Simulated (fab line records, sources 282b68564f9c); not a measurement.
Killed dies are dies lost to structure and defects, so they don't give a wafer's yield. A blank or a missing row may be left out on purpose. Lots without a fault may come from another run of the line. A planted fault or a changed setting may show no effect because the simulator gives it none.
fab line records | flow rit_cmos
record lots=6 wafers=18 last_day=7
route steps=202 shown PRETRO@69 GATE@75 FOX2@80 M1@202
lots that met no fault: from a run of the same line without faults
start_h: hours from the record's first day to the start of the lot's first wafer shown | wait_h: hours since the lot's step before | " the same as in the row above | L1.1+2: a row that stands for several wafers | - no value, or no start given | * or withheld: withheld | < > ~ a bound
route shown NAME@n: a module of which the file shows steps, and the number in the route of the first | usual: mean/standard deviation of fault-free wafers | same: alike in all rows | chamber/n: place in a boat | sites: the reading at each site | _std_site: their standard deviation | _edge_site: outer sites' mean less inner sites' | radius_mm: how far each site lies from the wafer's centre | mask NAME#n: copy n | behind: the tool/chamber that last shaped the wafer | hold: why the lot was held/for how many hours/how that ended | device: the transistor (n, p or np) that didn't switch | end of line: the same wafers' tests at the end of the route | a step without rows: its recipe alone | killed: dies lost to structure and defects at the first sort, not the wafer's yield | map: a wafer's dies, x killed, . not, _ none there
set.NAME: the setting as run; set.NAME@STEP: as run at that earlier step | model.NAME: the simulator's own value behind a step, which no gauge read
lots at some steps of the route; a table a step, a row a wafer
services: from which hour (start_h, from the record's first day; less than 0 if before it) a tool's chamber was out of use, for how many hours, and why
## steps
# step RIT_PRETRO_DEVELOP_05
# recipe resist=NOVOLAK develop_time_s=66.59 dev_temp_c=23
# step RIT_PRETRO_OVL_MEAS_06
# usual PRETRO_OVL=0.7/1.4
# columns lot.wafer tool chamber start_h wait_h PRETRO_OVL[nm]
L928.1 overlay-01 - 62.58 - -2.0
L928.2 " - " " -1.2
L928.5 " - " " -3.0
L930.2 overlay-01 - 74.42 - 1.3
L930.4 " - " " 1.2
L930.5 " - " " 0.5
L940.2 overlay-01 - 122.52 - 0.6
L940.3 " - " " 1.5
L940.5 " - " " 0.7
L941.1 overlay-02 - 127.38 - 0.2
L941.3 " - " " 1.7
L941.5 " - " " 0.8
L942.3 overlay-01 - 130.62 - -0.8
L942.4 " - " " -0.9
L942.6 " - " " 0.7
L945.2 overlay-02 - 147.89 - -0.7
L945.3 " - " " 1.1
L945.6 " - " " 1.4
# step RIT_PRETRO_HARDBAKE_07
# recipe resist=NOVOLAK temp_c=140 time_s=120
# step RIT_PRETRO_IMPLANT_08
# recipe species=B energy_kev=45 dose_cm2=1.2e+13 tilt_deg=7
# step RIT_PRETRO_STRIP_09
# recipe chemistry=O2 time_s=180 resist=NOVOLAK platen_temp_c=withheld power_w=500 pressure_mtorr=4000 o2_flow_sccm=4000
# usual drypump_motor_current_A=5.9/0.66
# columns lot.wafer tool chamber start_h wait_h drypump_motor_current_A rf_hours_counter_h
L928.1 plasma_asher-04 1 63.02 0.1 6.9 43
L928.2 " 0 " " 5.8 43
L928.5 " 1 " " 6.9 -
L930.2 plasma_asher-02 1 74.85 0.1 5.5 42
L930.4 " 0 " " 5.6 -
L930.5 " 0 " " 5.6 -
L940.2 plasma_asher-03 0 122.95 0.1 5.2 1
L940.3 " 0 " " 5.2 -
L940.5 " 1 " " 5.1 -
L941.1 plasma_asher-03 1 127.82 0.1 5.1 1
L941.3 " 1 " " 5.1 -
L941.5 " 0 " " 5.2 -
L942.3 plasma_asher-04 1 131.11 0.1 6.9 -
L942.4 " 0 " " 5.8 -
L942.6 " 1 " " 6.9 -
L945.2 plasma_asher-04 0 148.32 0.1 5.8 53
L945.3 " 1 " " 6.9 -
L945.6 " 1 " " 6.9 -
# step RIT_PRETRO_TW_MEAS_10
# usual PRETRO_TW=477/3.9
# columns lot.wafer tool chamber start_h wait_h PRETRO_TW
L928.1 film_metro-01 - 63.19 0.1 483
L928.2 " - " " 482
L928.5 " - " " 480
L930.2 film_metro-01 - 75.04 0.1 480
L930.4 " - " " 482
L930.5 " - " " 481
L940.2 film_metro-03 - 123.14 0.1 475
L940.3 " - " " 479
L940.5 " - " " 475
L941.1 film_metro-02 - 127.99 0.1 473
L941.3 " - " " 475
L941.5 " - " " 472
L942.3 film_metro-03 - 131.24 0.1 476
L942.4 " - " " 475
L942.6 " - " " 476
L945.2 film_metro-03 - 148.51 0.1 478
L945.3 " - " " 479
L945.6 " - " " 482
# step RIT_GATE_WET_ETCH_00
# recipe chemistry=BOE target=SiO2 target_depth_nm=56 time_s=60 dry=n2_spin dilution=10:1 temp_c=21.5
# step RIT_GATE_CLEAN_01
# recipe chemistry=SC1 mix=3:3:50 time_s=600 temp_c=75
# step RIT_GATE_CLEAN_02
# recipe chemistry=dHF dilution=50:1 time_s=30
# step RIT_GATE_CLEAN_03
# recipe chemistry=SC2 mix=3:3:50 time_s=600 temp_c=75 dry=n2_spin
# step RIT_GATE_CLEAN_04
# recipe chemistry=dHF dilution=50:1 time_s=60 dry=n2_spin
# step RIT_FOX2_THK_MEAS_91
# recipe reads=SiO2_of_FOX2_OXIDATION_00
# usual FIELD_OXIDE_LEFT_2_THK=257/5.1
# columns lot.wafer tool chamber start_h wait_h FIELD_OXIDE_LEFT_2_THK[nm]
L928.1 film_metro-01 - 63.87 0.0 261
L928.2 " - " " 259
L928.5 " - " " 260
L930.2 film_metro-01 - 75.55 0.0 260
L930.4 " - " " 259
L930.5 " - " " 257
L940.2 film_metro-03 - 123.65 0.0 256
L940.3 " - " " 254
L940.5 " - " " 258
L941.1 film_metro-04 - 128.53 0.0 253
L941.3 " - " " 257
L941.5 " - " " 257
L942.3 film_metro-03 - 131.76 0.0 251
L942.4 " - " " 250
L942.6 " - " " 257
L945.2 film_metro-04 - 149.20 0.0 260
L945.3 " - " " 261
L945.6 " - " " 260
# step RIT_GATE_OXIDATION_05
# recipe temp_c=900 ambient=O2 target_thk_a=30 ox_time_s=270
# usual spike_tc_centre_C=902.9/1.8 spike_tc_load_C=925.7/2.2 spike_tc_source_C=925.9/1.1 tube_center_temp_C=900.02/0.077 tube_center_temp_C_max=902.3/0.34 zone_power_load_pct=25.9/2.1
# columns lot.wafer tool chamber start_h wait_h spike_tc_centre_C spike_tc_load_C spike_tc_source_C tube_center_temp_C tube_center_temp_C_max zone_power_load_pct model.SiO2_of_GATE_OXIDATION_05.thk_nm
L928.1 furnace-01 0 65.20 1.3 902.8 924.8 924.4 900.1 902.0 28.8 2.974
L928.2 " 0 " " 904.1 922.1 926.6 900.03 902.8 29.3 2.977
L928.5 " 0 " " 904.7 922.8 925.6 900.16 902.5 28.5 3
L930.2 furnace-04 0 77.05 1.5 900.9 927.3 925.9 900.17 902.5 23.9 3.056
L930.4 " 0 " " 899.8 928.5 927.7 900 902.1 24.4 3.051
L930.5 " 0 " " 901.1 928.6 925.7 900.01 902.0 24.8 3.032
L940.2 furnace-01 0 124.87 1.2 889.8 911.8 910.3 886.07 887.9 28.1 2.589
L940.3 " 0 " " 891.8 909.5 910.3 886.09 889.2 27.8 2.589
L940.5 " 0 " " 891.0 910.1 911.7 886.07 889.1 27.6 2.528
L941.1 furnace-01 0 128.59 0.1 891.0 909.4 910.2 885.9 888.0 27.6 2.535
L941.3 " 0 " " 890.9 911.0 913.1 886.07 888.0 28.2 2.442
L941.5 " 0 " " 889.7 911.1 911.3 885.93 888.7 27.1 2.484
L942.3 furnace-03 0 132.83 1.1 903.3 923.9 925.8 900.05 901.8 24.2 3.04
L942.4 " 0 " " 903.7 924.8 924.1 900.05 902.5 24.3 3.025
L942.6 " 0 " " 902.1 924.4 925.1 900.04 902.0 23.8 2.961
L945.2 furnace-03 0 149.25 0.0 901.5 925.0 928.2 899.97 902.6 24.7 3.025
L945.3 " 0 " " 904.4 925.1 926.9 900.18 902.2 23.8 2.994
L945.6 " 0 " " 904.3 925.3 927.1 900 902.4 24.1 2.952
# step RIT_GATE_ANNEAL_06
# recipe temp_c=900 time_s=600 ambient=N2O
# step RIT_GATE_THK_MEAS_07
# recipe reads=SiO2_of_GATE_OXIDATION_05
# usual GATE_OXIDE_THK=3.00/0.062
# columns lot.wafer tool chamber start_h wait_h GATE_OXIDE_THK[nm]
L928.1 film_metro-04 - 68.18 0.0 2.99
L928.2 " - " " 3.01
L928.5 " - " " 2.98
L930.2 film_metro-04 - 79.70 0.0 3.04
L930.4 " - " " 3.09
L930.5 " - " " 3.04
L940.2 film_metro-03 - 127.97 0.0 2.58
L940.3 " - " " 2.57
L940.5 " - " " 2.51
L941.1 film_metro-01 - 129.91 0.0 2.52
L941.3 " - " " 2.50
L941.5 " - " " 2.53
L942.3 film_metro-03 - 134.87 0.0 3.09
L942.4 " - " " 3.00
L942.6 " - " " 2.92
L945.2 film_metro-04 - 150.59 0.0 2.97
L945.3 " - " " 3.00
L945.6 " - " " 2.95
# step RIT_GATE_CVD_08
# recipe material=poly-Si target_thk_nm=250 temp_c=610 precursor=SiH4 time_s=2220 pressure_mtorr=300 sih4_flow_sccm=100
# step RIT_M1_PROBE_99
# usual killed_at_M0_to_M3=0.0/0.12 killed_at_contacts=0.0/0.16 killed_at_front_end=7.1/2.7 killed_dies=7.2/2.7 killed_on_rim=1.9/1.2 killed_open=3.5/1.9 killed_short=3.6/1.9
# same gross_dies=264 killed_at_M4_up=0 killed_at_back_side=0 killed_at_other=0
# columns lot.wafer tool chamber start_h wait_h killed_at_M0_to_M3 killed_at_contacts killed_at_front_end killed_dies killed_on_rim killed_open killed_short model.etest.pmos_0p3.r_on_ohm_um model.etest.pmos_turned.r_on_ohm_um model.etest.pmos_0p15.r_on_ohm_um model.etest.nmos_0p3.r_on_ohm_um model.etest.nmos_0p15.drive_ua_um model.etest.nmos_0p15.r_on_ohm_um model.etest.nmos_narrow.drive_ua_um model.etest.nmos_0p3.drive_ua_um
L928.1 prober-02 - 91.79 0.1 0 1 6 7 2 3 4 6286 3504 2814 2208 461.1 1217 228 225.8
L928.2 prober-02 - 91.84 0.1 1 0 8 9 4 3 5 6187 3388 2746 2150 467.5 1142 230.9 227.2
L928.5 prober-02 - 91.99 0.2 0 0 9 9 4 7 2 6242 3449 2762 2134 460.9 1110 229.5 223.8
L930.2 prober-02 - 103.27 0.1 0 0 4 4 2 1 3 6341 3464 2772 2161 472.2 1128 228.9 226.4
L930.4 prober-02 - 103.37 0.2 0 0 3 3 0 1 2 6364 3479 2821 2162 458.4 1140 229.5 227.3
L930.5 prober-02 - 103.42 0.2 0 0 8 8 2 6 2 6335 3354 2720 2148 482.3 1106 232.9 227.8
L940.2 prober-02 - 151.62 0.1 0 0 16 16 0 6 9 5573 3164 2510 1995 524.1 1091 265.9 265.3
L940.3 prober-02 - 151.67 0.2 0 0 4 4 0 3 1 5498 3175 2528 1992 513.1 1098 263.7 263.6
L940.5 prober-02 - 151.77 0.2 0 0 7 7 1 5 2 5429 3109 2508 1969 520.8 1110 272.9 273.8
L941.1 prober-01 - 153.75 0.1 0 0 9 9 2 5 4 5317 2903 2369 1923 546.6 1024 281.9 273.6
L941.3 prober-01 - 153.85 0.2 0 0 4 4 2 2 2 - - - - - - - -
L941.5 prober-01 - 153.95 0.2 0 0 9 9 2 2 7 5246 2866 2335 1896 562.5 1012 285.5 279.7
L942.3 prober-02 - 158.65 0.2 0 0 7 7 5 2 5 6321 3420 2766 2124 474.4 1084 229.1 225.7
L942.4 prober-02 - 158.70 0.2 0 0 6 6 1 3 2 6369 3453 2800 2145 476.8 1119 231.2 227.4
L942.6 prober-02 - 158.80 0.2 0 0 3 3 1 0 3 6158 3470 2749 2110 483.3 1118 234.5 232.6
L945.2 prober-01 - 173.37 0.1 0 0 11 11 1 4 7 6249 3352 2694 2100 474.5 1074 222.6 224.1
L945.3 prober-01 - 173.42 0.2 0 0 9 9 3 4 5 6220 3451 2754 2153 466.4 1130 224.5 228.2
L945.6 prober-01 - 173.57 0.2 0 0 8 8 1 5 3 6222 3388 2736 2143 477.2 1127 229.5 232.1
# killed by level:class
L928.1 GATE:geometric_particle:short=2 REOX:geometric_particle:short=2 FOX1:geometric_particle:open=1 REOX:geometric_particle:open=1 CONTACT:geometric_particle:open=1
L928.2 REOX:geometric_particle:short=2 SILICIDE:geometric_particle:open=2 SILICIDE:geometric_particle:short=2 FOX1:geometric_particle:short=1 REOX:geometric_particle:open=1 M1:coat_microbubble_printed=1
L928.5 FOX1:geometric_particle:open=2 GATE:geometric_particle:short=2 SILICIDE:geometric_particle:open=2 GATE:geometric_particle:open=1 REOX:geometric_particle:open=1 SPACER:geometric_particle:open=1
L930.2 GATE:geometric_particle:short=2 SPACER:geometric_particle:short=1 SPACER:geometric_particle:open=1
L930.4 FOX1:geometric_particle:short=1 GATE:geometric_particle:open=1 SPACER:geometric_particle:short=1
L930.5 SILICIDE:geometric_particle:open=2 FOX1:geometric_particle:open=1 FOX2:geometric_particle:open=1 GATE:geometric_particle:short=1 GATE:geometric_particle:open=1 SPACER:geometric_particle:short=1 SPACER:geometric_particle:open=1
L940.2 GATE:geometric_particle:short=5 GATE:geometric_particle:open=4 REOX:geometric_particle:short=3 SPACER:geometric_particle:open=2 FOX2:geometric_particle:short=1 NSD:coat_microbubble_printed=1
L940.3 FOX1:geometric_particle:open=1 GATE:geometric_particle:short=1 GATE:geometric_particle:open=1 SPACER:geometric_particle:open=1
L940.5 GATE:geometric_particle:open=3 FOX2:geometric_particle:open=1 FOX2:geometric_particle:short=1 GATE:geometric_particle:short=1 SPACER:geometric_particle:open=1
L941.1 FOX1:geometric_particle:open=3 FOX1:geometric_particle:short=1 FOX2:geometric_particle:short=1 GATE:geometric_particle:open=1 GATE:geometric_particle:short=1 REOX:geometric_particle:short=1 SILICIDE:geometric_particle:open=1
L941.3 FOX1:geometric_particle:open=1 FOX1:geometric_particle:short=1 REOX:geometric_particle:short=1 SILICIDE:geometric_particle:open=1
L941.5 FOX1:geometric_particle:short=3 FOX1:geometric_particle:open=1 FOX2:geometric_particle:short=1 GATE:geometric_particle:short=1 GATE:geometric_particle:open=1 SPACER:geometric_particle:short=1 SILICIDE:geometric_particle:short=1
L942.3 GATE:geometric_particle:open=2 GATE:geometric_particle:short=2 REOX:geometric_particle:short=2 SPACER:geometric_particle:short=1
L942.4 REOX:geometric_particle:open=2 GATE:geometric_particle:short=1 GATE:geometric_particle:open=1 SILICIDE:geometric_particle:short=1 GATE:coat_microbubble_printed=1
L942.6 FOX2:geometric_particle:short=1 GATE:geometric_particle:short=1 REOX:geometric_particle:short=1
L945.2 GATE:geometric_particle:short=4 SPACER:geometric_particle:short=2 SPACER:geometric_particle:open=2 SILICIDE:geometric_particle:open=2 FOX1:geometric_particle:short=1
L945.3 REOX:geometric_particle:short=4 REOX:geometric_particle:open=3 FOX1:geometric_particle:open=1 SILICIDE:geometric_particle:short=1
L945.6 GATE:geometric_particle:short=2 GATE:geometric_particle:open=2 REOX:geometric_particle:open=2 SILICIDE:geometric_particle:open=1 SILICIDE:geometric_particle:short=1
## services
# columns tool chamber start_h hours kind
plasma_asher-02 - 41.58 7.8 repair
plasma_asher-03 - 108.75 9.0 pm
plasma_asher-03 0 108.75 9.0 vent_cycle
plasma_asher-03 1 108.75 9.0 vent_cycle
plasma_asher-02 - 109.58 2.8 pm
plasma_asher-03 0 117.75 - clean
plasma_asher-03 1 117.75 - clean
## key
first_sign step=RIT_GATE_OXIDATION_05 reading=tube_center_temp_C direction=down sigmas=99+ usual=* struck=*
effect step=RIT_GATE_OXIDATION_05 reading=tube_center_temp_C_max direction=down sigmas=41 usual=* struck=*
effect step=RIT_GATE_THK_MEAS_07 reading=GATE_OXIDE_THK direction=down sigmas=7.5 usual=3.00 struck=2.53
model_effect step=RIT_GATE_OXIDATION_05 value=SiO2_of_GATE_OXIDATION_05.thk_nm without=3.013 struck=2.528
model_effect step=RIT_M1_PROBE_99 value=etest.pmos_0p3.r_on_ohm_um without=6207 struck=5413
met_at RIT_GATE_OXIDATION_05
struck_wafers L940.2,L940.3,L940.5,L941.1,L941.3,L941.5
tester_left_out L940,L941
onset_between 65.20 124.87
fault kind=process_parameter_drift tool=furnace-01 chamber=- onset_h=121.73 steps=RIT_GATE_OXIDATION_05 channel=temp_c offset=* shape=step end_h=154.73 acts_in=* stated=*
# tester_left_out: of these lots the tester's yield and bins aren't shown, on N5 and GAA mostly nor the transistor test; their killed dies are dies lost to structure and defects alone, not to doping, threshold or leakage, so they don't give the yield
